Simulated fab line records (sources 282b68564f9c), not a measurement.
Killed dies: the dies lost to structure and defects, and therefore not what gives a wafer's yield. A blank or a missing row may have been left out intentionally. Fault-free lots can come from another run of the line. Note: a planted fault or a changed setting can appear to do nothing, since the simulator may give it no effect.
A struck lot beside a sound one -- flow ritCmos -- 45 out of 202 route steps
Sound: these wafers, L133.1, L133.2, L133.4. The struck wafers were L150.3, L150.5, L150.6. The cause comes at the end.
For every step that has rows: the tool of each side, followed by ch and its chambers, followed by its first start. Under that, the readings that differ: sound wafers -- struck wafers -- difference of the means -- sigmas: that difference in standard deviations of wafers without a fault.
alike: readings whose means differ by less than 2 such deviations, and words and numbers that are the same on both sides. not compared: withheld readings, readings that some wafer has no value for, bounds like >300 that may hide the same value, and numbers for which the record gives no deviation and whose values overlap.
Wherever a step has rows on one side only, a row that says differs or no value, or a row with sigmas, the two part there. Numbers that have no deviation but don't overlap get no sigmas and don't part them. A reading missing from all wafers of one side parts the sides only when that side holds two or more wafers.

first, 1 step without rows for these wafers: RIT_ACTIVE_DEVELOP_10 (develop time 50 s).
RIT_ACTIVE_CD_MEAS_11: the cd target is 1400 nm.
  sound: cdSem-02 at day 2 01:09; struck: cdSem-02 at day 5 13:36
  alike: cdNm
then, 1 step without rows for these wafers: RIT_ACTIVE_HARDBAKE_12 (time 60 s).
RIT_ACTIVE_ETCH_13: etches Si3N4 in SF6, stops on SiO2, time 210 s, target depth 210 nm.
  sound on rieDiel-03 ch 0,2,3, day 2 01:25; struck on rieDiel-04 ch 1,2, day 5 13:50
  alike: drypumpMotorCurrentA, oesProductAu, throttleValvePct
  not compared: rfHoursCounterH
RIT_ACTIVE_STRIP_14: strips in O2, time 180 s.
  sound on plasmaAsher-02 ch 0,1, day 2 01:33; struck on plasmaAsher-04 ch 0,1, day 5 14:02
  alike: drypumpMotorCurrentA
  not compared: rfHoursCounterH
RIT_ACTIVE_CD_MEAS_90: the cd target is 1400 nm.
  sound: cdSem-02 at day 2 01:44; struck: cdSem-01 at day 5 14:11
  alike: cdNm
then, 4 steps without rows for these wafers: RIT_ACTIVE_CLEAN_15 (cleans in SC1, time 600 s); RIT_ACTIVE_CLEAN_16 (cleans in dHF, time 30 s); RIT_ACTIVE_CLEAN_17 (cleans in SC2, time 600 s); RIT_FOX1_OXIDATION_00 (target thk 350.7 nm, ox time 1130 s).
RIT_FOX1_THK_MEAS_01:
  sound: filmMetro-02 at day 2 04:22; struck: filmMetro-04 at day 5 15:58
  alike: FOX1_OXIDE_THK
then, 1 step without rows for these wafers: RIT_FOX1_WET_ETCH_02 (etches SiO2 in BOE, target depth 350 nm, time 390 s).
RIT_FOX2_OXIDATION_00: target thk 350.7 nm, ox time 1130 s.
  sound on furnace-03 ch 0, day 2 04:32; struck on furnace-01 ch 0, day 5 16:11
reading,sound,struck,difference,sigmas
spikeTcCentreC (C),1103.1 1101.6 1101.4,1079.4 1081.8 1080.8,-21.4,-21
spikeTcLoadC (C),1129.6 1130.0 1130.7,1106.3 1104.9 1106.1,-24.3,-16
spikeTcSourceC (C),1127.0 1128.5 1125.3,1110.6 1106.9 1108.6,-18.2,-8
tubeCenterTempC (C),1099.9 1100 1100.2,1077.4 1077.4 1077.4,-22.6,-99 or more
tube_center_temp_C_max,1102.5 1102.7 1103.4,1079.4 1081.4 1079.8,-22.7,-48
model.SiO2_of_FOX2_OXIDATION_00.thkNm (nm),347.1 348.2 348.8,310.8 305.4 310.4,-39.2,
RIT_FOX2_THK_MEAS_01:
  sound: filmMetro-01 at day 2 05:52; struck: filmMetro-03 at day 5 17:32
reading,sound,struck,difference,sigmas
FOX2_OXIDE_THK (nm),347 348 349,311 306 311,-39,-7
then, 2 steps without rows for these wafers: RIT_FOX2_CLEAN_02 (cleans in dHF, time 180 s); RIT_FOX2_WET_ETCH_03 (etches Si3N4 in H3PO4, target depth 195 nm, time 2700 s).
RIT_FOX2_THK_MEAS_90:
  sound: filmMetro-01 at day 2 06:44; struck: filmMetro-02 at day 5 18:24
reading,sound,struck,difference,sigmas
FIELD_OXIDE_LEFT_1_THK (nm),320 321 321,283 278 283,-39,-7
then, 6 steps without rows for these wafers: RIT_NWELL_HMDS_00 (prime time 60 s); RIT_NWELL_COAT_01 (resist thk 1300 nm); RIT_NWELL_SOFTBAKE_02 (time 60 s); RIT_NWELL_EXPOSE_03 (exposes mask M2, target cd 43900 nm); RIT_NWELL_PEB_04; RIT_NWELL_DEVELOP_05 (develop time 68 s).
RIT_NWELL_OVL_MEAS_06:
  sound: overlay-01 at day 2 07:48; struck: overlay-02 at day 5 19:28
  alike: NWELL_OVL
then, 2 steps without rows for these wafers: RIT_NWELL_HARDBAKE_07 (time 120 s); RIT_NWELL_IMPLANT_08.
RIT_NWELL_STRIP_09: strips in O2, time 180 s.
  sound on plasmaAsher-03 ch 0,1, day 2 08:14; struck on plasmaAsher-04 ch 0,1, day 5 19:56
  alike: drypumpMotorCurrentA
  not compared: rfHoursCounterH
RIT_NWELL_TW_MEAS_10:
  sound: filmMetro-01 at day 2 08:25; struck: filmMetro-04 at day 5 20:05
  alike: NWELL_TW
then, 6 steps without rows for these wafers: RIT_PWELL_HMDS_00 (prime time 60 s); RIT_PWELL_COAT_01 (resist thk 1300 nm); RIT_PWELL_SOFTBAKE_02 (time 60 s); RIT_PWELL_EXPOSE_03 (exposes mask M3, target cd 43700 nm); RIT_PWELL_PEB_04; RIT_PWELL_DEVELOP_05 (develop time 68 s).
RIT_PWELL_OVL_MEAS_06:
  sound: overlay-02 at day 2 09:29; struck: overlay-01 at day 5 21:08
  alike: PWELL_OVL
then, 2 steps without rows for these wafers: RIT_PWELL_HARDBAKE_07 (time 120 s); RIT_PWELL_IMPLANT_08.
RIT_PWELL_STRIP_09: strips in O2, time 180 s.
  sound on plasmaAsher-02 ch 0,1, day 2 09:55; struck on plasmaAsher-02 ch 0,1, day 5 21:37
  alike: drypumpMotorCurrentA
  not compared: rfHoursCounterH
RIT_PWELL_TW_MEAS_10:
  sound: filmMetro-04 at day 2 10:05; struck: filmMetro-01 at day 5 21:46
reading,sound,struck,difference,sigmas
PWELL_TW,955 954 955,928 931 929,-25,-2
then, 1 step without rows for these wafers: RIT_WELLDRIVE_ANNEAL_00 (time 14700 s).
RIT_WELLDRIVE_RS_MEAS_01: a four-point-probe measurement.
  sound: filmMetro-04 at day 2 15:14; struck: filmMetro-01 at day 6 02:55
  alike: NWELL_RS
RIT_WELLDRIVE_RS_MEAS_02: a four-point-probe measurement.
  sound: filmMetro-04 at day 2 15:21; struck: filmMetro-01 at day 6 03:02
  alike: PWELL_RS
RIT_FOX2_THK_MEAS_91:
  sound: filmMetro-02 at day 2 19:10; struck: filmMetro-02 at day 6 06:49
reading,sound,struck,difference,sigmas
FIELD_OXIDE_LEFT_2_THK (nm),251 252 253,215 210 215,-39,-7
RIT_SILICIDE_WET_ETCH_00: etches SiO2 in BOE, target depth 14 nm, time 15 s.
  sound on wetBench-04 ch 2, day 3 13:08; struck on wetBench-03 ch 1, day 7 01:06
reading,sound,struck,difference,sigmas
model.SiO2_of_FOX2_OXIDATION_00.thkNm (nm),146.8 147.2 149.3,110 104.5 111.1,-39,
RIT_M1_PROBE_99:
  sound: prober-01 at day 3 19:58; struck: prober-01 at day 7 08:10
reading,sound,struck,difference,sigmas
model.etest.nldd.widthNm (nm),3184 3162 3188,3210 3222 3239,+46,
model.etest.pldd.widthNm (nm),3175 3174 3197,3213 3242 3219,+43,
model.etest.fieldN.vtV (V),34.16 34.33 34.35,29.04 28.28 28.9,-5.54,
model.etest.fieldPMetal.vtV (V),-29.48 -28.91 -29.94,-30.56 -31.17 -31.54,-1.65,
model.etest.isoNwellNwell.bvV (V),22.04 22.06 22,20.97 20.25 21.02,-1.29,
  alike: killedAtContacts, killedAtFrontEnd, killedDies, killedOpen, killedShort
  not compared: model.etest.nplusSal.widthNm, model.etest.pwell.rsOhmSq, model.etest.polyCombOverSteps.leakLog10AUm

== WHERE THEY PART ==
First at RIT_FOX2_OXIDATION_00; last, within this record, at RIT_FOX2_THK_MEAS_91. Later steps at which nothing parts them and some readings are alike: RIT_M1_PROBE_99.

WHY: the cause the simulator had injected
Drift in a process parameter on furnace-01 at RIT_FOX2_OXIDATION_00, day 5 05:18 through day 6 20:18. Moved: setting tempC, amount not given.
